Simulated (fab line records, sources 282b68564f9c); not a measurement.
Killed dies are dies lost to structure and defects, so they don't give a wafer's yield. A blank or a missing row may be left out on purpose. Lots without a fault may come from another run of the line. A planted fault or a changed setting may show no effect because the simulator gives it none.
Which tool did it? | flow rit_cmos | 14 lots, 42 wafers sampled, at 4 steps of a route of 202

WHAT THE GAUGES READ, wafer by wafer
RIT_NRETRO_OVL_MEAS_06. Usual: NRETRO_OVL 0.1 nm, standard deviation 1.3.
lot  | measured    | on         | NRETRO_OVL (nm) | flag
L368 | day 2 16:28 | overlay-02 | -0.2 -1.0 -1.9  |
L369 | day 2 22:07 | overlay-01 | 1.6 1.0 1.0     |
L370 | day 3 03:05 | overlay-01 | 0.2 -1.7 0.9    |
L371 | day 3 10:05 | overlay-01 | -0.4 -1.0 -0.6  |
L372 | day 3 15:08 | overlay-01 | -0.2 -0.1 -0.9  |
L373 | day 3 19:58 | overlay-02 | 0.3 0.6 -0.1    |
L375 | day 4 06:17 | overlay-02 | 2.3 1.8 0.2     |
L376 | day 4 10:34 | overlay-01 | -3.8 -3.4 -2.8  |
L377 | day 4 13:58 | overlay-01 | -0.5 0.0 0.2    |
L380 | day 5 07:36 | overlay-01 | 2.8 2.0 1.9     |
L383 | day 5 20:04 | overlay-02 | 2.1 3.1 1.0     |
L384 | day 6 00:37 | overlay-02 | 1.6 1.4 -0.1    |
L386 | day 6 16:08 | overlay-01 | 0.7 -0.3 -0.8   |
L389 | day 7 03:56 | overlay-01 | -1.8 -1.2 -0.8  |

RIT_CONTACT_OVL_MEAS_09. Usual: CONTACT_OVL 1.2 nm, standard deviation 1.5.
lot  | measured    | on         | CONTACT_OVL (nm) | flag
L368 | day 3 18:35 | overlay-02 | -0.1 1.6 0.3     |
L369 | day 3 21:02 | overlay-02 | 3.0 2.5 1.0      |
L370 | day 4 03:56 | overlay-02 | 5.8 4.6 4.8      |
L371 | day 4 09:35 | overlay-01 | -0.5 -0.4 -1.0   |
L372 | day 4 16:29 | overlay-01 | 0.2 1.2 1.8      |
L373 | day 4 21:59 | overlay-01 | -1.4 -1.0 -2.7   |
L375 | day 5 07:46 | overlay-02 | 2.1 1.0 2.0      |
L376 | day 5 10:19 | overlay-02 | 0.6 -0.5 1.5     |
L377 | day 5 14:39 | overlay-01 | 4.3 3.3 4.6      |
L380 | day 6 09:20 | overlay-02 | -0.4 -0.8 -0.5   |
L383 | day 6 20:36 | overlay-02 | 1.2 3.3 2.0      |
L384 | day 7 03:17 | overlay-01 | 1.4 3.0 2.7      |
L386 | day 7 13:55 | overlay-02 | 2.4 3.1 2.9      |
L389 | day 8 14:06 | overlay-01 | 1.4 0.6 0.3      |

WHICH TOOL RAN EACH LOT (tool, then ch and the chambers of the sampled wafers, then the start)
lot  | RIT_NWELL_STRIP_09                  | RIT_SILICIDE_RTA_04
L368 | plasma_asher-03 ch 0,1, day 2 08:22 | rtp_anneal-02 ch 0, day 3 17:07
L369 | plasma_asher-04 ch 0,1, day 2 13:18 | rtp_anneal-01 ch 0, day 3 19:40
L370 | plasma_asher-03 ch 0,1, day 2 17:17 | rtp_anneal-02 ch 0, day 4 02:34
L371 | plasma_asher-02 ch 0,1, day 3 02:00 | rtp_anneal-01 ch 0, day 4 08:13
L372 | plasma_asher-02 ch 0,1, day 3 04:50 | rtp_anneal-02 ch 0, day 4 14:59
L373 | plasma_asher-03 ch 0,1, day 3 10:46 | rtp_anneal-01 ch 0, day 4 20:29
L375 | plasma_asher-03 ch 0,1, day 3 20:50 | rtp_anneal-01 ch 0, day 5 05:52
L376 | plasma_asher-04 ch 0,1, day 3 23:45 | rtp_anneal-02 ch 0, day 5 08:56
L377 | plasma_asher-03 ch 0,1, day 4 04:46 | rtp_anneal-01 ch 0, day 5 13:10
L380 | plasma_asher-04 ch 0,1, day 4 21:56 | rtp_anneal-02 ch 0, day 6 07:54
L383 | plasma_asher-03 ch 0,1, day 5 11:19 | rtp_anneal-01 ch 0, day 6 19:11
L384 | plasma_asher-03 ch 0,1, day 5 15:49 | rtp_anneal-02 ch 0, day 7 01:48
L386 | plasma_asher-03 ch 0,1, day 6 01:45 | rtp_anneal-02 ch 0, day 7 12:34
L389 | plasma_asher-04 ch 0,1, day 6 18:58 | rtp_anneal-01 ch 0, day 8 12:43
- RIT_NWELL_STRIP_09: strips in O2, time 180 s.
- RIT_SILICIDE_RTA_04: time 10 s, ramp up 5 s, ramp down 5 s.

WHAT THE TOOLS THEMSELVES READ (means of the sampled wafers that have a number; where no wafer has one, the mark that the record gives instead)
RIT_NWELL_STRIP_09. Usual: drypump_motor_current_A 5.6 A, standard deviation 0.47; o2_flow_sccm 3998 sccm, standard deviation 12; rf_refl_power_W 6.8 W, standard deviation 1.2.
lot  | tool            | drypump_motor_current_A (A) | o2_flow_sccm (sccm) | rf_refl_power_W (W) | flag
L368 | plasma_asher-03 | 5.7                         | 4000                | 6.6                 |
L369 | plasma_asher-04 | 5.3                         | 3999                | 6.6                 |
L370 | plasma_asher-03 | 5.7                         | 3991                | 6.8                 |
L371 | plasma_asher-02 | 6.0                         | 4013                | 8.5                 |
L372 | plasma_asher-02 | 6.1                         | 4000                | 8.6                 |
L373 | plasma_asher-03 | 5.7                         | 3992                | 6.6                 |
L375 | plasma_asher-03 | 5.7                         | 3987                | 6.7                 |
L376 | plasma_asher-04 | 5.3                         | 3993                | 6.3                 |
L377 | plasma_asher-03 | 5.7                         | 3993                | 6.6                 |
L380 | plasma_asher-04 | 5.3                         | 3996                | 6.3                 |
L383 | plasma_asher-03 | 5.5                         | 3995                | 5.8                 |
L384 | plasma_asher-03 | 5.7                         | 3997                | 6.6                 |
L386 | plasma_asher-03 | 5.7                         | 4009                | 6.7                 |
L389 | plasma_asher-04 | 5.3                         | 4013                | 6.4                 |

RIT_SILICIDE_RTA_04. Usual: wafer_temp_C_max 651.8, standard deviation 0.54.
lot  | tool          | wafer_temp_C_max | flag
L368 | rtp_anneal-02 | 651.9            |
L369 | rtp_anneal-01 | 651.1            |
L370 | rtp_anneal-02 | 652.3            |
L371 | rtp_anneal-01 | 651.5            |
L372 | rtp_anneal-02 | 652.6            |
L373 | rtp_anneal-01 | 651.3            |
L375 | rtp_anneal-01 | 651.7            |
L376 | rtp_anneal-02 | 653.0            |
L377 | rtp_anneal-01 | 651.3            |
L380 | rtp_anneal-02 | 651.6            |
L383 | rtp_anneal-01 | 652.0            |
L384 | rtp_anneal-02 | 627.2            | OFF
L386 | rtp_anneal-02 | 626.9            | OFF
L389 | rtp_anneal-01 | 651.6            |

THE ANSWER, worked out from the rows above alone
Rule: a lot is off if the mean of its wafers that have a number lies more than 3 standard deviations from the usual mean. A lot without any number at a reading at which 4 lots or more have one is off too. The other lots that the step has rows for count as sound. The gauges are gone through in route order, then the tools' own readings, and for those a lot's mean is taken as printed above. The first step at which some lot is off is used, and at that step the reading that is off furthest; a lot without a number counts as furthest.
Off: L384, L386, at RIT_SILICIDE_RTA_04 (wafer_temp_C_max).
A tool fits if, at that step or a process step before it, it ran every lot that is off, and no sound lot after the first of them. Can't be told from this: 2 tools fit, plasma_asher-03 at RIT_NWELL_STRIP_09, rtp_anneal-02 at RIT_SILICIDE_RTA_04.

WHAT THE SIMULATOR HAD PUT IN
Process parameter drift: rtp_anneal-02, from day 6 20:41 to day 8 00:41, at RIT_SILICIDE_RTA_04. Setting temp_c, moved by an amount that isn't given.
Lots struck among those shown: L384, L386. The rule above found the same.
